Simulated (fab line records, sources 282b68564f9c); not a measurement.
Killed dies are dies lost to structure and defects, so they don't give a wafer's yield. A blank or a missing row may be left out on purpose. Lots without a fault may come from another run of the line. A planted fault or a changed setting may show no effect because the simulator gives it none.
Which tool did it? | flow rit_cmos | 7 lots, 21 wafers sampled, at 3 steps of a route of 202

WHAT THE GAUGES READ, wafer by wafer
RIT_SILICIDE_THK_MEAS_03: measures by xrf.
lot  | measured    | on            | SILICIDE_TI_THK (nm)
L639 | day 3 19:40 | film_metro-01 | 29.8 28.9 29.1
L642 | day 4 09:22 | film_metro-01 | 29.8 29.6 30.0
L651 | day 6 05:41 | film_metro-03 | 29.3 29.0 29.4
L653 | day 6 16:37 | film_metro-01 | 29.4 28.9 29.1
L655 | day 7 01:20 | film_metro-03 | 28.4 28.8 28.7
L658 | day 7 14:59 | film_metro-01 | 29.9 29.2 29.8
L660 | day 8 02:34 | film_metro-03 | 28.8 29.3 29.1

WHICH TOOL RAN EACH LOT (tool, then ch and the chambers of the sampled wafers, then the start)
lot  | RIT_GATE_STRIP_20                   | RIT_SILICIDE_SPUTTER_01
L639 | plasma_asher-02 ch 0,1, day 3 05:05 | pvd_sputter-01, day 3 19:23
L642 | plasma_asher-02 ch 0,1, day 3 19:08 | pvd_sputter-01, day 4 09:05
L651 | plasma_asher-03 ch 0,1, day 5 14:54 | pvd_sputter-01, day 6 05:24
L653 | plasma_asher-01 ch 0,1, day 6 01:36 | pvd_sputter-01, day 6 16:21
L655 | plasma_asher-03 ch 0, day 6 10:55   | pvd_sputter-01, day 7 01:03
L658 | plasma_asher-03 ch 0,1, day 7 00:45 | pvd_sputter-04, day 7 14:43
L660 | plasma_asher-01 ch 0,1, day 7 13:38 | pvd_sputter-04, day 8 02:18
- RIT_GATE_STRIP_20: strips in O2, time 180 s.
- RIT_SILICIDE_SPUTTER_01: material Ti, target thk 30 nm, time 240 s.

THE ANSWER, worked out from the rows above alone
Rule: what is usual is taken from the lots themselves. Put in order of their means at a reading, lots are off if they are a third of the lots or fewer, leave a main group of 4 or more, and stand apart from it by a gap of 3 or more times the standard deviation of the main group's means; of several such gaps the widest counts. A main group whose means are all the same, to the digits that the tables above print for the reading, isn't used. A lot without any number at a reading at which 4 lots or more have one is off too. The other lots that the step has rows for count as sound.
No lot is off at any reading shown: from this, nothing can be told.

WHAT THE SIMULATOR HAD PUT IN
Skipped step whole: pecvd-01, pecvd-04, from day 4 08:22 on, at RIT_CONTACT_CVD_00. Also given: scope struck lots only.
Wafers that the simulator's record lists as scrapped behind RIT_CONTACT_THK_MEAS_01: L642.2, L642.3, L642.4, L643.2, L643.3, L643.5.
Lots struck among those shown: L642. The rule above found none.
